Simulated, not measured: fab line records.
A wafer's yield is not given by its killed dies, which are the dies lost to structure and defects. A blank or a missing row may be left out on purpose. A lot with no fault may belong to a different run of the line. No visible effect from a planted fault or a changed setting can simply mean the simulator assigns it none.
A lot that was struck, set against a sound lot    flow rit cmos    44 steps out of a route of 202
Sound: the wafers L377.1, L377.4, L377.5. The struck wafers were L391.4, L391.5, L391.6. The cause is given at the end.
Order at every step that has rows: each side's tool, ch and its chambers, its first start. Under that, the readings that differ: sound wafers    struck wafers    difference of the means    sigmas: that difference in standard deviations of wafers without a fault.
alike: readings with means less than 2 such deviations apart, plus words and numbers identical on both sides. not compared: withheld readings, readings lacking a value on some wafer, bounds such as >300 that could conceal the same value, and numbers that have no deviation in the record and whose values overlap.
A row with sigmas, a row that says differs or no value, or rows on one side alone: a step with any of these is where the two part. Numbers that have no deviation but don't overlap get no sigmas and don't part them. A reading missing from all wafers of one side parts the sides only when that side holds two or more wafers.

first, 3 steps without rows for these wafers: RIT_REOX_CLEAN_01 (cleans in dHF, time 30 s); RIT_REOX_CLEAN_02 (cleans in SC2, time 600 s); RIT_REOX_OXIDATION_03 (target thk 25.2 nm, ox time 5580 s).
RIT_REOX_THK_MEAS_04:
  sound on film metro-03, day 2 22:29; struck on film metro-03, day 5 13:59
  alike: REOX_OXIDE_THK
then, 6 steps without rows for these wafers: RIT_NLDD_HMDS_00 (prime time 60 s); RIT_NLDD_COAT_01 (resist thk 1000 nm); RIT_NLDD_SOFTBAKE_02 (time 60 s); RIT_NLDD_EXPOSE_03 (exposes mask M7, target cd 40700 nm); RIT_NLDD_PEB_04; RIT_NLDD_DEVELOP_05 (develop time 50 s).
RIT_NLDD_OVL_MEAS_06:
  sound on overlay-01, day 2 23:43; struck on overlay-02, day 5 14:53
  alike: NLDD_OVL
then, 1 step without rows for these wafers: RIT_NLDD_HARDBAKE_07 (time 60 s).
RIT_NLDD_IMPLANT_08:
  sound on implanter-03 ch 0, day 2 23:53; struck on implanter-02 ch 0, day 5 15:07
  alike: end station pressure torr, faraday current uA
RIT_NLDD_STRIP_09: strips in O2, time 180 s.
  sound on plasma asher-04 ch 0,1, day 3 00:02; struck on plasma asher-02 ch 0,1, day 5 15:15
  alike: drypump motor current A
  not compared: rf hours counter h
RIT_NLDD_TW_MEAS_10:
  sound on film metro-01, day 3 00:13; struck on film metro-02, day 5 15:24
reading  sound           struck          difference  sigmas
NLDD_TW  2465 2490 2485  2372 2367 2368  -111        -4
then, 6 steps without rows for these wafers: RIT_PLDD_HMDS_00 (prime time 60 s); RIT_PLDD_COAT_01 (resist thk 1000 nm); RIT_PLDD_SOFTBAKE_02 (time 60 s); RIT_PLDD_EXPOSE_03 (exposes mask M8, target cd 40900 nm); RIT_PLDD_PEB_04; RIT_PLDD_DEVELOP_05 (develop time 50 s).
RIT_PLDD_OVL_MEAS_06:
  sound on overlay-02, day 3 01:20; struck on overlay-02, day 5 16:18
  alike: PLDD_OVL
then, 2 steps without rows for these wafers: RIT_PLDD_HARDBAKE_07 (time 60 s); RIT_PLDD_IMPLANT_08.
RIT_PLDD_STRIP_09: strips in O2, time 180 s.
  sound on plasma asher-04 ch 0,1, day 3 01:40; struck on plasma asher-03 ch 0,1, day 5 16:40
  alike: drypump motor current A
  not compared: rf hours counter h
RIT_PLDD_TW_MEAS_10:
  sound on film metro-02, day 3 01:50; struck on film metro-03, day 5 16:49
reading  sound           struck          difference  sigmas
PLDD_TW  2375 2385 2372  2318 2315 2312  -62         -2
then, 4 steps without rows for these wafers: RIT_SPACER_CLEAN_00 (cleans in SC1, time 600 s); RIT_SPACER_CLEAN_01 (cleans in dHF, time 30 s); RIT_SPACER_CLEAN_02 (cleans in SC2, time 600 s); RIT_SPACER_CVD_03 (deposits Si3N4 from SiH2Cl2/NH3, target thk 250 nm, time 3300 s).
RIT_SPACER_THK_MEAS_04:
  sound on film metro-03, day 3 04:11; struck on film metro-04, day 5 19:11
  alike: SPACER_NITRIDE_THK
RIT_SPACER_ETCHBACK_05: etches Si3N4 in SF6/CHF3, stops on SiO2, target depth 250 nm, time 240 s.
  sound on rie diel-02 ch 1,3, day 3 04:14; struck on rie diel-04 ch 0,1,3, day 5 19:17
  alike: drypump motor current A, oes product au, throttle valve pct
  not compared: rf hours counter h
then, 6 steps without rows for these wafers: RIT_NSD_HMDS_00 (prime time 60 s); RIT_NSD_COAT_01 (resist thk 1000 nm); RIT_NSD_SOFTBAKE_02 (time 60 s); RIT_NSD_EXPOSE_03 (exposes mask M9, target cd 40700 nm); RIT_NSD_PEB_04; RIT_NSD_DEVELOP_05 (develop time 50 s).
RIT_NSD_OVL_MEAS_06:
  sound on overlay-02, day 3 05:14; struck on overlay-01, day 5 20:14
  alike: NSD_OVL
then, 2 steps without rows for these wafers: RIT_NSD_HARDBAKE_07 (time 60 s); RIT_NSD_IMPLANT_08.
RIT_NSD_STRIP_09: strips in O2, time 180 s.
  sound on plasma asher-01 ch 0, day 3 05:35; struck on plasma asher-02 ch 0,1, day 5 20:36
reading                      sound        struck       difference  sigmas
drypump motor current A (A)  6.4 6.4 6.3  5.0 5.0 5.3  -1.3        -2
  not compared: rf hours counter h
RIT_SDANNEAL_RS_MEAS_07: a four-point-probe measurement.
  sound on film metro-01, day 3 08:05; struck on film metro-01, day 5 23:03
reading           sound              struck             difference  sigmas
NLDD_RS (ohm/sq)  150.8 150.4 150.7  186.5 187.1 186.4  +36.0       +68
RIT_M1_PROBE_99:
  sound on prober-01, day 3 16:27; struck on prober-01, day 6 06:07
reading                                     sound               struck               difference  sigmas
killed_at_M0_to_M3                          0 0 0               0 0 1                +0          +2
model.etest.nldd.rs ohm sq range            7.544 13.11 8.837   169.1 169.3 167.4    +158.8      
model.etest.nmos_0p3.r on ohm um            2111 2084 2108      2302 2256 2247       +167        
model.etest.nmos_0p15.r on ohm um           1107 1093 1125      1373 1282 1262       +197        
model.etest.nldd.rs ohm sq                  391.6 383.2 389.4   451.7 448.8 450.7    +62.3       
model.etest.nldd.rs ohm sq rim less centre  1.046 -2.153 -1.42  -87.1 -85.43 -79.52  -83.2       
model.etest.nmos turned.drive ua um         319.7 341 326.1     253.5 259 259.5      -71.6       
model.etest.nmos_0p15.drive ua um range     19.58 6.199 13.17   66.37 71.29 68.88    +55.86      
model.etest.nmos_0p15.drive ua um           474.4 489.9 475.5   427.9 442.8 436.7    -44.1       
  alike: killed at contacts, killed at front end, killed dies, killed open, killed short

WHERE THEY PART
At RIT_NLDD_TW_MEAS_10 first; at RIT_M1_PROBE_99 last (within this record only).

WHY: whatever the simulator had introduced
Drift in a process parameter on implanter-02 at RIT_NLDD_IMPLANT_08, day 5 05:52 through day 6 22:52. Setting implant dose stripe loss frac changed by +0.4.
